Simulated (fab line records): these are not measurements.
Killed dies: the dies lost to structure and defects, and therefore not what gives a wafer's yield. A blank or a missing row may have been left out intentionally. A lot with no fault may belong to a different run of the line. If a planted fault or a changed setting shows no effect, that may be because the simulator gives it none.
Lot-split experiment || flow berkeley-cmos170 || route with 331 steps; 5 lots, 23 wafers read

THE SPLIT ITSELF
At UCB170_NSD_COAT_01 (resist thk 900 nm), the setting resist-thk-nm was moved away from the recipe's 900 nm on 4 of the 23 wafers read, by -3.1% to -2.6%. For the rest of the wafers, this setting stayed at what the recipe calls for.

The reading comes from the split's own step.

THE READING
KrF_of_NSD_COAT_01.thk-nm (the simulator's own value, which no gauge read), in nm, at UCB170_NSD_COAT_01 (resist thk 900 nm). No usual value for it is given in the file. Here, 19 wafers ran the recipe; their average is 898.4 nm with a standard deviation of 2.4 nm.

{"wafer": "L074.1", "tool, chamber at the split": "litho-track-02, 0", "resist-thk-nm as run, nm": 900, "against the recipe": "recipe", "KrF_of_NSD_COAT_01.thk-nm, nm": 897.2, "against lot-mates on the recipe": "-"}
{"wafer": "L074.2", "tool, chamber at the split": "litho-track-02, 0", "resist-thk-nm as run, nm": 900, "against the recipe": "recipe", "KrF_of_NSD_COAT_01.thk-nm, nm": 897.4, "against lot-mates on the recipe": "-"}
{"wafer": "L074.3", "tool, chamber at the split": "litho-track-02, 0", "resist-thk-nm as run, nm": 900, "against the recipe": "recipe", "KrF_of_NSD_COAT_01.thk-nm, nm": 894.7, "against lot-mates on the recipe": "-"}
{"wafer": "L074.4", "tool, chamber at the split": "litho-track-02, 0", "resist-thk-nm as run, nm": 871.9, "against the recipe": "-3.1%", "KrF_of_NSD_COAT_01.thk-nm, nm": 869.9, "against lot-mates on the recipe": -26.5}
{"wafer": "L074.5", "tool, chamber at the split": "litho-track-02, 0", "resist-thk-nm as run, nm": 871.9, "against the recipe": "-3.1%", "KrF_of_NSD_COAT_01.thk-nm, nm": 870.6, "against lot-mates on the recipe": -25.8}
{"wafer": "L076.1", "tool, chamber at the split": "litho-track-04, 0", "resist-thk-nm as run, nm": 900, "against the recipe": "recipe", "KrF_of_NSD_COAT_01.thk-nm, nm": 901, "against lot-mates on the recipe": "-"}
{"wafer": "L076.2", "tool, chamber at the split": "litho-track-04, 0", "resist-thk-nm as run, nm": 900, "against the recipe": "recipe", "KrF_of_NSD_COAT_01.thk-nm, nm": 901.5, "against lot-mates on the recipe": "-"}
{"wafer": "L076.6", "tool, chamber at the split": "litho-track-04, 0", "resist-thk-nm as run, nm": 900, "against the recipe": "recipe", "KrF_of_NSD_COAT_01.thk-nm, nm": 898.6, "against lot-mates on the recipe": "-"}
{"wafer": "L080.1", "tool, chamber at the split": "litho-track-04, 0", "resist-thk-nm as run, nm": 900, "against the recipe": "recipe", "KrF_of_NSD_COAT_01.thk-nm, nm": 899.3, "against lot-mates on the recipe": "-"}
{"wafer": "L080.2", "tool, chamber at the split": "litho-track-04, 0", "resist-thk-nm as run, nm": 900, "against the recipe": "recipe", "KrF_of_NSD_COAT_01.thk-nm, nm": 900.5, "against lot-mates on the recipe": "-"}
{"wafer": "L080.4", "tool, chamber at the split": "litho-track-04, 0", "resist-thk-nm as run, nm": 900, "against the recipe": "recipe", "KrF_of_NSD_COAT_01.thk-nm, nm": 901.3, "against lot-mates on the recipe": "-"}
{"wafer": "L080.6", "tool, chamber at the split": "litho-track-04, 0", "resist-thk-nm as run, nm": 900, "against the recipe": "recipe", "KrF_of_NSD_COAT_01.thk-nm, nm": 901.3, "against lot-mates on the recipe": "-"}
{"wafer": "L080.5", "tool, chamber at the split": "litho-track-04, 0", "resist-thk-nm as run, nm": 900, "against the recipe": "recipe", "KrF_of_NSD_COAT_01.thk-nm, nm": 899.9, "against lot-mates on the recipe": "-"}
{"wafer": "L082.2", "tool, chamber at the split": "litho-track-04, 0", "resist-thk-nm as run, nm": 876.4, "against the recipe": "-2.6%", "KrF_of_NSD_COAT_01.thk-nm, nm": 877.5, "against lot-mates on the recipe": -22.2}
{"wafer": "L082.3", "tool, chamber at the split": "litho-track-04, 0", "resist-thk-nm as run, nm": 900, "against the recipe": "recipe", "KrF_of_NSD_COAT_01.thk-nm, nm": 900.8, "against lot-mates on the recipe": "-"}
{"wafer": "L082.4", "tool, chamber at the split": "litho-track-04, 0", "resist-thk-nm as run, nm": 900, "against the recipe": "recipe", "KrF_of_NSD_COAT_01.thk-nm, nm": 900.2, "against lot-mates on the recipe": "-"}
{"wafer": "L082.5", "tool, chamber at the split": "litho-track-04, 0", "resist-thk-nm as run, nm": 900, "against the recipe": "recipe", "KrF_of_NSD_COAT_01.thk-nm, nm": 898.1, "against lot-mates on the recipe": "-"}
{"wafer": "L082.6", "tool, chamber at the split": "litho-track-04, 0", "resist-thk-nm as run, nm": 876.4, "against the recipe": "-2.6%", "KrF_of_NSD_COAT_01.thk-nm, nm": 875.5, "against lot-mates on the recipe": -24.2}
{"wafer": "L085.1", "tool, chamber at the split": "litho-track-03, 0", "resist-thk-nm as run, nm": 900, "against the recipe": "recipe", "KrF_of_NSD_COAT_01.thk-nm, nm": 896, "against lot-mates on the recipe": "-"}
{"wafer": "L085.2", "tool, chamber at the split": "litho-track-03, 0", "resist-thk-nm as run, nm": 900, "against the recipe": "recipe", "KrF_of_NSD_COAT_01.thk-nm, nm": 893.4, "against lot-mates on the recipe": "-"}
{"wafer": "L085.4", "tool, chamber at the split": "litho-track-03, 0", "resist-thk-nm as run, nm": 900, "against the recipe": "recipe", "KrF_of_NSD_COAT_01.thk-nm, nm": 896.7, "against lot-mates on the recipe": "-"}
{"wafer": "L085.5", "tool, chamber at the split": "litho-track-03, 0", "resist-thk-nm as run, nm": 900, "against the recipe": "recipe", "KrF_of_NSD_COAT_01.thk-nm, nm": 896.3, "against lot-mates on the recipe": "-"}
{"wafer": "L085.6", "tool, chamber at the split": "litho-track-03, 0", "resist-thk-nm as run, nm": 900, "against the recipe": "recipe", "KrF_of_NSD_COAT_01.thk-nm, nm": 896.1, "against lot-mates on the recipe": "-"}

THE FIT
A straight line over all 23 wafers: KrF_of_NSD_COAT_01.thk-nm changes by +8.76 nm for each +1% of resist-thk-nm; r = +0.97; the points scatter about the line by 2.3 nm.
The same after taking each lot's own level away (the mean of its wafers on the recipe; 23 wafers): +8.57 nm for each +1%; r = +0.99; scatter 1.1 nm.
Per that fit: largest resist-thk-nm move, reading shift of 27 nm.
From 895.70 to 900.46 nm: that is the span of the lots' own levels, equal to 2.0 times the standard deviation above.
Hence the lot-to-lot level has little effect on the slope; both slopes agree.
Check: for one of the wafers moved furthest among these (-3.1%), held out of the fit, the line's prediction against its lot-mates is -26.9 nm. It came out at -26.5 nm against them.

OTHER SPLITS ON THESE WAFERS
Other splits were also applied to these wafers ahead of the reading. Each is held against what the fit with the lots' levels taken away leaves over:
{"other split on the same wafers": "UCB170_PSD_PEB_04 peb-temp-c", "wafers away from the commonest value": 9, "r with KrF_of_NSD_COAT_01.thk-nm (lot level and that fit taken away)": -0.10}

THE WHOLE CHAIN: every reading that the file lists as answering this split, in the file's order
{"step": "UCB170_NSD_COAT_01", "what it does": "resist thk 900 nm", "reading": "KrF_of_NSD_COAT_01.thk-nm (the simulator's own value, which no gauge read)", "change (the file's fit)": "+8.57 nm for each +1% of the setting", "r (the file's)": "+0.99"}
{"step": "UCB170_NSD_STRIP_09", "what it does": "strips in O2", "reading": "strip-time-to-endpoint-s", "change (the file's fit)": "withheld for each +1% of the setting", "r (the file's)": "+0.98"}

FILE'S OWN FIT
KrF_of_NSD_COAT_01.thk-nm changes by +8.57 nm for each +1% of resist-thk-nm, r = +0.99.
